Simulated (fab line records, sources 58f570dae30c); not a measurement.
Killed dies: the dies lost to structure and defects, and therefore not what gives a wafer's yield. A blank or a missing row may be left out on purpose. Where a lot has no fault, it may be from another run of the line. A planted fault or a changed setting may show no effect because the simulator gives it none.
Chamber matching | flow berkeleyCmos170 | UCB170_M1_ETCH_11 on rieDiel-04 has 4 sister chambers
The step etches BARC in N2/H2. 16 wafers are shown with their chamber, then 8 later ones without.

## EACH WAFER AND ITS CHAMBER
wafer  | chamber | drypumpMotorCurrentA (A) | throttleValvePct (%) | oesProductAu (a.u.)
L308.2 | 0       | 6.0                      | 13.03                | 1.012
L308.3 | 2       | 6.0                      | 13.54                | 0.981
L308.5 | 3       | 4.8                      | 13.22                | 1.068
L307.2 | 3       | 4.8                      | 13.23                | 1.060
L307.3 | 2       | 6.0                      | 13.58                | 0.973
L307.6 | 3       | 4.8                      | 13.24                | 1.065
L311.1 | 2       | 6.0                      | 13.56                | 0.984
L311.5 | 1       | 6.0                      | 12.99                | 1.007
L311.6 | 0       | 6.0                      | 13.04                | 1.012
L315.1 | 0       | 6.1                      | 13.03                | 1.011
L315.2 | 3       | 4.8                      | 13.23                | 1.063
L315.4 | 1       | 6.0                      | 12.99                | 1.005
L320.1 | 0       | 6.1                      | 13.04                | 1.015
L320.3 | 2       | 6.0                      | 13.56                | 0.989
L320.6 | 3       | 4.8                      | 13.23                | 1.055
L327.3 | 2       | 6.0                      | 13.55                | 0.977

SIGNATURES (means of the wafers above)
reading              | chamber 0 | chamber 1 | chamber 2 | chamber 3 | scatter within a chamber
drypumpMotorCurrentA | 6.050     | 6.000     | 6.000     | 4.800     | 0.0289
throttleValvePct     | 13.0350   | 12.9900   | 13.5580   | 13.2300   | 0.00992
oesProductAu         | 1.01250   | 1.00600   | 0.98080   | 1.06220   | 0.00468
Rule: a wafer's distance from a chamber is the root of the sum, over the readings, of the square of ((its reading less the chamber's mean) divided by the reading's scatter). The wafer belongs to the nearest chamber; if the next one is less than 2 further off, it can't be placed. The scatter: take each reading less its chamber's mean, square it, sum over the shown wafers, divide by the number of wafers less the number of chambers, and take the root.

## WAFERS WITHOUT THEIR CHAMBER
wafer  | drypumpMotorCurrentA (A) | throttleValvePct (%) | oesProductAu (a.u.)
L327.5 | 4.8                      | 13.25                | 1.058
L327.6 | 6.0                      | 12.98                | 1.008
L325.1 | 5.9                      | 13.56                | 0.971
L325.2 | 4.8                      | 13.25                | 1.059
L325.5 | 6.0                      | 13.55                | 0.968
L330.2 | 6.1                      | 13.04                | 1.030
L330.3 | 6.0                      | 12.98                | 1.012
L330.6 | 4.8                      | 13.23                | 1.070

## WHICH CHAMBER EACH WENT THROUGH
wafer  | from the rows above | in truth
L327.5 | 3                   | 3
L327.6 | 1                   | 1
L325.1 | 2                   | 2
L325.2 | 3                   | 3
L325.5 | 2                   | 2
L330.2 | 0                   | 0
L330.3 | 1                   | 1
L330.6 | 3                   | 3
Placed correctly: 8 of 8. From these rows, 0 cannot be placed. Placed wrongly: 0.
